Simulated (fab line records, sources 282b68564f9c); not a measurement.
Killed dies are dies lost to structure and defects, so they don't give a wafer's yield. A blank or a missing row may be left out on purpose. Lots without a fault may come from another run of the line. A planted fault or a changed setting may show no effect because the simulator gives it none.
Tool commonality check | flow rit_cmos | 15 lots, 45 wafers sampled

WHY IT WAS OPENED
At RIT_PRETRO_TW_MEAS_10 the reading PRETRO_TW is flagged on 3 of 15 lots. Wafers without a fault read 477, standard deviation 3.9.
Rule: a lot is flagged when every wafer of it that has a number lies more than 4 standard deviations from that mean, or none has a number. The other lots count as sound.

lot  | measured    | on            | PRETRO_TW, wafer by wafer | flag
L377 | day 2 16:23 | film_metro-01 | 481 480 480               |
L378 | day 2 20:29 | film_metro-03 | 476 474 473               |
L379 | day 3 01:23 | film_metro-03 | 478 478 479               |
L380 | day 3 06:35 | film_metro-01 | 480 482 482               |
L386 | day 4 12:04 | film_metro-01 | 30 30 30                  | FLAGGED
L387 | day 4 16:27 | film_metro-02 | 30 30 30                  | FLAGGED
L388 | day 4 22:20 | film_metro-01 | 31 30 30                  | FLAGGED
L389 | day 5 00:46 | film_metro-02 | 476 473 471               |
L390 | day 5 06:31 | film_metro-01 | 482 481 482               |
L394 | day 6 03:08 | film_metro-03 | 478 479 480               |
L395 | day 6 08:00 | film_metro-02 | 474 474 471               |
L396 | day 6 11:13 | film_metro-03 | 479 476 476               |
L397 | day 6 17:41 | film_metro-01 | 480 480 480               |
L398 | day 6 23:22 | film_metro-02 | 474 473 472               |
L399 | day 7 04:30 | film_metro-03 | 484 481 479               |
The numbers of the flagged lots are 30 on average: -447 against the usual, or -99 or more standard deviations.

WHICH TOOL RAN EACH LOT
The record holds 1 process step before the reading, out of a route of 202 steps. In each cell: the tool, then ch and the chambers that the sampled wafers went through, then the start.
lot  | flag    | RIT_NRETRO_STRIP_09
L377 |         | plasma_asher-01 ch 0,1, day 2 14:40
L378 |         | plasma_asher-04 ch 0,1, day 2 18:38
L379 |         | plasma_asher-03 ch 0, day 2 23:27
L380 |         | plasma_asher-04 ch 0,1, day 3 04:52
L386 | FLAGGED | plasma_asher-01 ch 0,1, day 4 10:22
L387 | FLAGGED | plasma_asher-01 ch 0, day 4 14:43
L388 | FLAGGED | plasma_asher-01 ch 0,1, day 4 20:29
L389 |         | plasma_asher-03 ch 0,1, day 4 23:02
L390 |         | plasma_asher-01 ch 0,1, day 5 04:40
L394 |         | plasma_asher-04 ch 0,1, day 6 01:17
L395 |         | plasma_asher-01 ch 0,1, day 6 06:16
L396 |         | plasma_asher-01 ch 0,1, day 6 09:29
L397 |         | plasma_asher-01 ch 0, day 6 15:49
L398 |         | plasma_asher-04 ch 1, day 6 21:37
L399 |         | plasma_asher-01 ch 0,1, day 7 02:39
What these steps do:
- RIT_NRETRO_STRIP_09: strips in O2, time 180 s.
- RIT_PRETRO_TW_MEAS_10

FLAGGED OVER TOTAL, TOOL BY TOOL (the gauges that took the reading come last)
step                  | tool            | lots run | flagged | share of the flagged lots | sound lots run after its first flagged lot
RIT_NRETRO_STRIP_09   | plasma_asher-01 | 9        | 3       | all                       | 5 (L390,L395,L396,L397,L399)
RIT_NRETRO_STRIP_09   | plasma_asher-03 | 2        | 0       | none                      | -
RIT_NRETRO_STRIP_09   | plasma_asher-04 | 4        | 0       | none                      | -
RIT_PRETRO_TW_MEAS_10 | film_metro-01   | 6        | 2       | some                      | 2 (L390,L397)
RIT_PRETRO_TW_MEAS_10 | film_metro-02   | 4        | 1       | some                      | 3 (L389,L395,L398)
RIT_PRETRO_TW_MEAS_10 | film_metro-03   | 5        | 0       | none                      | -

WHAT THE TABLE ALLOWS
1 row of the table ran every flagged lot: plasma_asher-01 at RIT_NRETRO_STRIP_09.
- plasma_asher-01 at RIT_NRETRO_STRIP_09: 3 of its 9 lots flagged. Sound lots ran on it after the first flagged one (L390, L395, L396, L397, L399), which a lasting fault on the whole tool wouldn't allow. On the flagged lots its readings are blank where sound lots have values: chamber_pressure_mTorr, drypump_motor_current_A.
No row of the table ran every flagged lot and no sound lot after the first.

WHAT THE SIMULATOR HAD PUT IN
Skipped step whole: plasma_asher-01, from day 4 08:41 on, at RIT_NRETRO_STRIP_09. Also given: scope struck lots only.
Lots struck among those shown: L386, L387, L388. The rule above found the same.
